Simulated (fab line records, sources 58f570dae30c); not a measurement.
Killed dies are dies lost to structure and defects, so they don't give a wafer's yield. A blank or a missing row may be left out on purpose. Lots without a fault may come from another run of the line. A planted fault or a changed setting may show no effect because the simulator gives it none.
Problem report in the 8D (eight disciplines) form, filled by code | flow berkeley_cmos170 | the parts of the form that need people (team, actions taken, sign-off) are left out

1. THE PROBLEM
SCREENOX_OXIDE_THK at UCB170_SCREENOX_THK_MEAS_02 reads a mean of 20.37 nm on 9 wafers of 3 lots; wafers without a fault read 15.40 nm with a standard deviation of 0.22. That is +23 standard deviations from the usual mean.
First seen on wafer L977.2, day 9 21:35, on film_metro-04. The record holds 45 wafers of 15 lots with a number at this step. Rule for "out", or "out of limits": more than 4 standard deviations from the usual mean. The other wafers with a number count as sound.

2. WHAT IT IS AND WHAT IT IS NOT
question                    | is                           | is not
which readings at this step | SCREENOX_OXIDE_THK           | -
which lots                  | L975, L976, L977             | L960, L961, L963, L964, L966, L967, L970, L971, L972, L973, L974, L978
which wafers of those lots  | all that have a number       | -
read on which gauges        | film_metro-02, film_metro-04 | film_metro-01
when                        | from day 9 21:35             | up to then (33 sound wafers); but 3 sound wafers of L978 came after

3. SUSPECTS, AND WHAT RULES EACH OUT
Counting: a tool at a process step up to the reading stays a suspect if it ran every lot that is out and no sound lot after the first of them.
- the gauge at UCB170_SCREENOX_THK_MEAS_02: ruled out. The wafers that are out were read on 2 gauges (film_metro-02, film_metro-04).
- furnace-04 at UCB170_SCREENOX_OXIDATION_01 (target thk 14.4 nm, ox time 2400 s): kept. It ran every lot that is out, first L975 (day 9 19:55), and no sound lot after that; its last sound lot up to then is L970 (day 8 21:23).
Left after counting: furnace-04 at UCB170_SCREENOX_OXIDATION_01.

4. THE CAUSE (what the simulator had put in)
Process parameter drift: furnace-04, from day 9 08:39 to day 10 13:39, at UCB170_SCREENOX_OXIDATION_01. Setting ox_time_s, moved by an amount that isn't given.
Counting left only this tool.

5. THE CHAIN OF EFFECTS, in route order
Each row: a reading whose mean over the struck wafers that have a number lies more than 3 standard deviations from the usual. Only readings for which the record gives a usual standard deviation are gone through. hours: the time from each lot's start at the first step in this table that gives one to its start at this step, as a median over the lots. sigmas: the change in usual standard deviations.
hours | step                        | reading            | usual    | on struck wafers | change | sigmas
0     | UCB170_SCREENOX_THK_MEAS_02 | SCREENOX_OXIDE_THK | 15.40 nm | 20.37            | +4.97  | +23

6. WHAT WOULD HAVE CAUGHT IT SOONER
In this record the first reading out of limits at a measuring or inspecting step was taken at day 9 21:35, 13 hours after the fault began at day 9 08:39.
Of the tool readings at UCB170_SCREENOX_OXIDATION_01 for which the record gives a usual standard deviation, none was out on any struck wafer, so an alarm limit of 4 standard deviations on them would not have fired.
All the lots that are out (3) had begun UCB170_SCREENOX_OXIDATION_01 on furnace-04 by day 9 21:35. A hold on the tool at that time would have spared none of them.
